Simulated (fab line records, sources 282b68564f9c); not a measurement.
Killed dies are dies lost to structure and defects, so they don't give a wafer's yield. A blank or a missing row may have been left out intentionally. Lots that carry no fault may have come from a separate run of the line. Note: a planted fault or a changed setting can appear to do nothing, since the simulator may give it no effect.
Which tool is to blame? :: flow rit_cmos :: 14 lots with 42 wafers sampled at 6 steps, on a route of 202 steps

## WHAT THE GAUGES SHOWED, per wafer
RIT_SILICIDE_RS_MEAS_02: the measuring method here is four-point-probe. Usual: for SILICIDE_TI_RS the level is 48.0 ohm/sq and the standard deviation is 0.61.
lot: L971
measured: day 3 03:24
on: film_metro-04
SILICIDE_TI_RS (ohm/sq): 47.5 47.1 47.1
flag: 

lot: L972
measured: day 3 07:40
on: film_metro-04
SILICIDE_TI_RS (ohm/sq): 49.2 48.2 48.6
flag: 

lot: L974
measured: day 3 17:16
on: film_metro-04
SILICIDE_TI_RS (ohm/sq): 47.6 48.4 47.6
flag: 

lot: L975
measured: day 3 23:19
on: film_metro-03
SILICIDE_TI_RS (ohm/sq): 47.7 48.2 47.5
flag: 

lot: L976
measured: day 4 10:05
on: film_metro-03
SILICIDE_TI_RS (ohm/sq): 48.7 47.9 48.3
flag: 

lot: L977
measured: day 4 15:27
on: film_metro-04
SILICIDE_TI_RS (ohm/sq): 47.7 48.2 48.2
flag: 

lot: L978
measured: day 4 15:42
on: film_metro-04
SILICIDE_TI_RS (ohm/sq): 48.5 49.3 48.5
flag: 

lot: L981
measured: day 5 06:20
on: film_metro-04
SILICIDE_TI_RS (ohm/sq): 47.3 47.8 47.6
flag: 

lot: L985
measured: day 6 01:26
on: film_metro-04
SILICIDE_TI_RS (ohm/sq): - - -
flag: OFF

lot: L984
measured: day 6 02:10
on: film_metro-03
SILICIDE_TI_RS (ohm/sq): - - -
flag: OFF

lot: L989
measured: day 6 21:00
on: film_metro-04
SILICIDE_TI_RS (ohm/sq): 47.3 47.8 48.1
flag: 

lot: L992
measured: day 7 11:49
on: film_metro-03
SILICIDE_TI_RS (ohm/sq): 47.3 47.4 46.6
flag: 

lot: L993
measured: day 7 16:59
on: film_metro-01
SILICIDE_TI_RS (ohm/sq): 48.6 47.4 48.0
flag: 

lot: L994
measured: day 7 21:27
on: film_metro-01
SILICIDE_TI_RS (ohm/sq): 47.6 48.2 48.4
flag: 

RIT_SILICIDE_THK_MEAS_03: measures by xrf. Usual: for SILICIDE_TI_THK the level is 29.4 nm and the standard deviation is 0.32.
lot: L971
measured: day 3 03:31
on: film_metro-04
SILICIDE_TI_THK (nm): 29.9 30.0 30.1
flag: 

lot: L972
measured: day 3 07:47
on: film_metro-04
SILICIDE_TI_THK (nm): 29.1 29.5 29.3
flag: 

lot: L974
measured: day 3 17:23
on: film_metro-04
SILICIDE_TI_THK (nm): 29.8 29.4 29.7
flag: 

lot: L975
measured: day 3 23:26
on: film_metro-03
SILICIDE_TI_THK (nm): 29.5 29.1 29.4
flag: 

lot: L976
measured: day 4 10:12
on: film_metro-03
SILICIDE_TI_THK (nm): 29.0 29.4 29.2
flag: 

lot: L977
measured: day 4 15:34
on: film_metro-04
SILICIDE_TI_THK (nm): 29.5 29.2 29.4
flag: 

lot: L978
measured: day 4 15:49
on: film_metro-04
SILICIDE_TI_THK (nm): 29.1 28.8 29.2
flag: 

lot: L981
measured: day 5 06:28
on: film_metro-04
SILICIDE_TI_THK (nm): 29.9 29.6 29.6
flag: 

lot: L985
measured: day 6 01:33
on: film_metro-04
SILICIDE_TI_THK (nm): <0.0 <0.0 <0.0
flag: OFF

lot: L984
measured: day 6 02:17
on: film_metro-03
SILICIDE_TI_THK (nm): <0.0 <0.0 <0.0
flag: OFF

lot: L989
measured: day 6 21:07
on: film_metro-04
SILICIDE_TI_THK (nm): 29.8 29.6 29.5
flag: 

lot: L992
measured: day 7 11:55
on: film_metro-03
SILICIDE_TI_THK (nm): 29.7 29.6 29.9
flag: 

lot: L993
measured: day 7 17:05
on: film_metro-01
SILICIDE_TI_THK (nm): 29.4 29.8 29.5
flag: 

lot: L994
measured: day 7 21:34
on: film_metro-01
SILICIDE_TI_THK (nm): 29.8 29.6 29.4
flag: 

RIT_M1_THK_MEAS_02: measures by xrf. Usual: for M1_AL_THK the level is 392 nm and the standard deviation is 5.
lot: L971
measured: day 3 06:37
on: film_metro-01
M1_AL_THK (nm): 402 403 389
flag: 

lot: L972
measured: day 3 10:51
on: film_metro-03
M1_AL_THK (nm): 388 387 389
flag: 

lot: L974
measured: day 3 20:24
on: film_metro-03
M1_AL_THK (nm): 387 390 387
flag: 

lot: L975
measured: day 4 02:18
on: film_metro-02
M1_AL_THK (nm): 387 392 398
flag: 

lot: L976
measured: day 4 13:12
on: film_metro-03
M1_AL_THK (nm): 393 396 395
flag: 

lot: L977
measured: day 4 18:37
on: film_metro-03
M1_AL_THK (nm): 401 399 390
flag: 

lot: L978
measured: day 4 18:58
on: film_metro-02
M1_AL_THK (nm): 383 389 387
flag: 

lot: L981
measured: day 5 09:20
on: film_metro-01
M1_AL_THK (nm): 388 390 388
flag: 

lot: L989
measured: day 7 00:07
on: film_metro-01
M1_AL_THK (nm): 385 387 397
flag: 

lot: L992
measured: day 7 14:47
on: film_metro-02
M1_AL_THK (nm): 390 390 388
flag: 

lot: L993
measured: day 7 20:08
on: film_metro-02
M1_AL_THK (nm): 391 395 399
flag: 

lot: L994
measured: day 8 00:39
on: film_metro-03
M1_AL_THK (nm): 392 397 390
flag: 

RIT_M1_CD_MEAS_09: target cd 2600 nm. Usual: cd_nm reads 2600.8 nm (standard deviation 2.1).
lot: L971
measured: day 3 07:33
on: cd_sem-02
cd_nm (nm): 2598.4 2601.0 2599.5
flag: 

lot: L972
measured: day 3 11:47
on: cd_sem-01
cd_nm (nm): 2603.2 2602.7 2601.8
flag: 

lot: L974
measured: day 3 21:28
on: cd_sem-01
cd_nm (nm): 2599.0 2599.3 2599.9
flag: 

lot: L975
measured: day 4 03:14
on: cd_sem-01
cd_nm (nm): 2599.9 2602.7 2602.6
flag: 

lot: L976
measured: day 4 14:17
on: cd_sem-02
cd_nm (nm): 2603.7 2602.6 2603.1
flag: 

lot: L977
measured: day 4 19:46
on: cd_sem-01
cd_nm (nm): 2602.7 2601.2 2600.5
flag: 

lot: L978
measured: day 4 19:55
on: cd_sem-02
cd_nm (nm): 2597.2 2600.3 2598.8
flag: 

lot: L981
measured: day 5 10:33
on: cd_sem-02
cd_nm (nm): 2602.9 2604.0 2601.6
flag: 

lot: L989
measured: day 7 01:14
on: cd_sem-01
cd_nm (nm): 2593.9 2596.5 2595.9
flag: 

lot: L992
measured: day 7 15:52
on: cd_sem-02
cd_nm (nm): 2601.3 2602.8 2599.7
flag: 

lot: L993
measured: day 7 21:05
on: cd_sem-01
cd_nm (nm): 2603.5 2600.7 2600.2
flag: 

lot: L994
measured: day 8 01:43
on: cd_sem-02
cd_nm (nm): 2600.3 2603.2 2603.3
flag: 

## EACH LOT AND THE TOOL THAT RAN IT (in order: tool; ch and the chambers of the sampled wafers; start)
lot: L971
RIT_GATE_STRIP_20: plasma_asher-04 ch 0,1, day 2 13:20
RIT_SILICIDE_SPUTTER_01: pvd_sputter-03, day 3 03:15

lot: L972
RIT_GATE_STRIP_20: plasma_asher-03 ch 0,1, day 2 18:39
RIT_SILICIDE_SPUTTER_01: pvd_sputter-02, day 3 07:31

lot: L974
RIT_GATE_STRIP_20: plasma_asher-03 ch 0, day 3 04:29
RIT_SILICIDE_SPUTTER_01: pvd_sputter-02, day 3 17:06

lot: L975
RIT_GATE_STRIP_20: plasma_asher-04 ch 0,1, day 3 09:14
RIT_SILICIDE_SPUTTER_01: pvd_sputter-03, day 3 23:10

lot: L976
RIT_GATE_STRIP_20: plasma_asher-04 ch 0,1, day 3 18:36
RIT_SILICIDE_SPUTTER_01: pvd_sputter-02, day 4 09:56

lot: L977
RIT_GATE_STRIP_20: plasma_asher-02 ch 0,1, day 4 00:48
RIT_SILICIDE_SPUTTER_01: pvd_sputter-03, day 4 15:17

lot: L978
RIT_GATE_STRIP_20: plasma_asher-02 ch 0,1, day 4 02:16
RIT_SILICIDE_SPUTTER_01: pvd_sputter-02, day 4 15:32

lot: L981
RIT_GATE_STRIP_20: plasma_asher-04 ch 0,1, day 4 17:14
RIT_SILICIDE_SPUTTER_01: pvd_sputter-03, day 5 06:11

lot: L985
RIT_GATE_STRIP_20: plasma_asher-04 ch 0,1, day 5 12:04
RIT_SILICIDE_SPUTTER_01: pvd_sputter-04, day 6 01:17

lot: L984
RIT_GATE_STRIP_20: plasma_asher-02 ch 0,1, day 5 12:23
RIT_SILICIDE_SPUTTER_01: pvd_sputter-03, day 6 02:01

lot: L989
RIT_GATE_STRIP_20: plasma_asher-03 ch 0,1, day 6 08:06
RIT_SILICIDE_SPUTTER_01: pvd_sputter-04, day 6 20:50

lot: L992
RIT_GATE_STRIP_20: plasma_asher-04 ch 0,1, day 6 22:48
RIT_SILICIDE_SPUTTER_01: pvd_sputter-03, day 7 11:38

lot: L993
RIT_GATE_STRIP_20: plasma_asher-04 ch 0,1, day 7 03:16
RIT_SILICIDE_SPUTTER_01: pvd_sputter-04, day 7 16:49

lot: L994
RIT_GATE_STRIP_20: plasma_asher-03 ch 1, day 7 08:08
RIT_SILICIDE_SPUTTER_01: pvd_sputter-03, day 7 21:18
- RIT_GATE_STRIP_20: strips in O2, time 180 s.
- RIT_SILICIDE_SPUTTER_01: material Ti, target thk 30 nm, time 240 s.

## AS READ BY THE TOOLS THEMSELVES (means over the sampled wafers that have a number; for cases with no such wafer, the mark the record gives instead)
RIT_GATE_STRIP_20. Usual: drypump_motor_current_A reads 6.0 A (standard deviation 0.47).
lot: L971
tool: plasma_asher-04
drypump_motor_current_A (A): 6.4
flag: 

lot: L972
tool: plasma_asher-03
drypump_motor_current_A (A): 6.2
flag: 

lot: L974
tool: plasma_asher-03
drypump_motor_current_A (A): 5.9
flag: 

lot: L975
tool: plasma_asher-04
drypump_motor_current_A (A): 5.9
flag: 

lot: L976
tool: plasma_asher-04
drypump_motor_current_A (A): 6.4
flag: 

lot: L977
tool: plasma_asher-02
drypump_motor_current_A (A): 5.9
flag: 

lot: L978
tool: plasma_asher-02
drypump_motor_current_A (A): 5.9
flag: 

lot: L981
tool: plasma_asher-04
drypump_motor_current_A (A): 5.9
flag: 

lot: L985
tool: plasma_asher-04
drypump_motor_current_A (A): 5.9
flag: 

lot: L984
tool: plasma_asher-02
drypump_motor_current_A (A): 5.9
flag: 

lot: L989
tool: plasma_asher-03
drypump_motor_current_A (A): 6.2
flag: 

lot: L992
tool: plasma_asher-04
drypump_motor_current_A (A): 5.9
flag: 

lot: L993
tool: plasma_asher-04
drypump_motor_current_A (A): 5.9
flag: 

lot: L994
tool: plasma_asher-03
drypump_motor_current_A (A): 6.3
flag: 

RIT_SILICIDE_SPUTTER_01. Usual: cathode_dc_power_W 350.00 W, standard deviation 0.057; chamber_pressure_pa 0.6670 Pa, standard deviation 0.0012; throttle_valve_pct 30.6 %, standard deviation 0.86.
lot: L971
tool: pvd_sputter-03
cathode_dc_power_W (W): 349.99
chamber_pressure_pa (Pa): 0.6663
throttle_valve_pct (%): 31.0
flag: 

lot: L972
tool: pvd_sputter-02
cathode_dc_power_W (W): 350.00
chamber_pressure_pa (Pa): 0.6663
throttle_valve_pct (%): 30.0
flag: 

lot: L974
tool: pvd_sputter-02
cathode_dc_power_W (W): 350.02
chamber_pressure_pa (Pa): 0.6675
throttle_valve_pct (%): 30.1
flag: 

lot: L975
tool: pvd_sputter-03
cathode_dc_power_W (W): 349.97
chamber_pressure_pa (Pa): 0.6674
throttle_valve_pct (%): 30.9
flag: 

lot: L976
tool: pvd_sputter-02
cathode_dc_power_W (W): 349.98
chamber_pressure_pa (Pa): 0.6681
throttle_valve_pct (%): 30.2
flag: 

lot: L977
tool: pvd_sputter-03
cathode_dc_power_W (W): 349.97
chamber_pressure_pa (Pa): 0.6658
throttle_valve_pct (%): 31.1
flag: 

lot: L978
tool: pvd_sputter-02
cathode_dc_power_W (W): 350.00
chamber_pressure_pa (Pa): 0.6660
throttle_valve_pct (%): 30.8
flag: 

lot: L981
tool: pvd_sputter-03
cathode_dc_power_W (W): 350.01
chamber_pressure_pa (Pa): 0.6670
throttle_valve_pct (%): 31.3
flag: 

lot: L985
tool: pvd_sputter-04
cathode_dc_power_W (W): -
chamber_pressure_pa (Pa): -
throttle_valve_pct (%): -
flag: OFF

lot: L984
tool: pvd_sputter-03
cathode_dc_power_W (W): -
chamber_pressure_pa (Pa): -
throttle_valve_pct (%): -
flag: OFF

lot: L989
tool: pvd_sputter-04
cathode_dc_power_W (W): 350.03
chamber_pressure_pa (Pa): 0.6661
throttle_valve_pct (%): 29.6
flag: 

lot: L992
tool: pvd_sputter-03
cathode_dc_power_W (W): 349.98
chamber_pressure_pa (Pa): 0.6679
throttle_valve_pct (%): 31.1
flag: 

lot: L993
tool: pvd_sputter-04
cathode_dc_power_W (W): 349.97
chamber_pressure_pa (Pa): 0.6678
throttle_valve_pct (%): 30.4
flag: 

lot: L994
tool: pvd_sputter-03
cathode_dc_power_W (W): 349.94
chamber_pressure_pa (Pa): 0.6673
throttle_valve_pct (%): 30.8
flag: 

## THE ANSWER, worked out from the rows above alone
Rule: a lot is off if the mean of its wafers that have a number lies more than 3 standard deviations from the usual mean. A lot without any number at a reading at which 4 lots or more have one is off too. All remaining lots with rows at the step are treated as sound. After the gauges, taken in route order, come the tools' own readings; for these a lot's mean is taken, as printed above. At the first step where some lot is off, the reading lying furthest off is the one used; lots without a number count as furthest.
Off: L985, L984, at RIT_SILICIDE_RS_MEAS_02 (SILICIDE_TI_RS). Without a number there: L985, L984.
A tool fits if, at a process step before that reading, it ran every lot that is off, and no sound lot after the first of them. The gauges at RIT_SILICIDE_RS_MEAS_02 aren't tried: what is off there is off at RIT_SILICIDE_SPUTTER_01 too, on other tools, and a gauge's error can't cause that. Of those tried, none fits.

## WHAT THE SIMULATOR PUT IN
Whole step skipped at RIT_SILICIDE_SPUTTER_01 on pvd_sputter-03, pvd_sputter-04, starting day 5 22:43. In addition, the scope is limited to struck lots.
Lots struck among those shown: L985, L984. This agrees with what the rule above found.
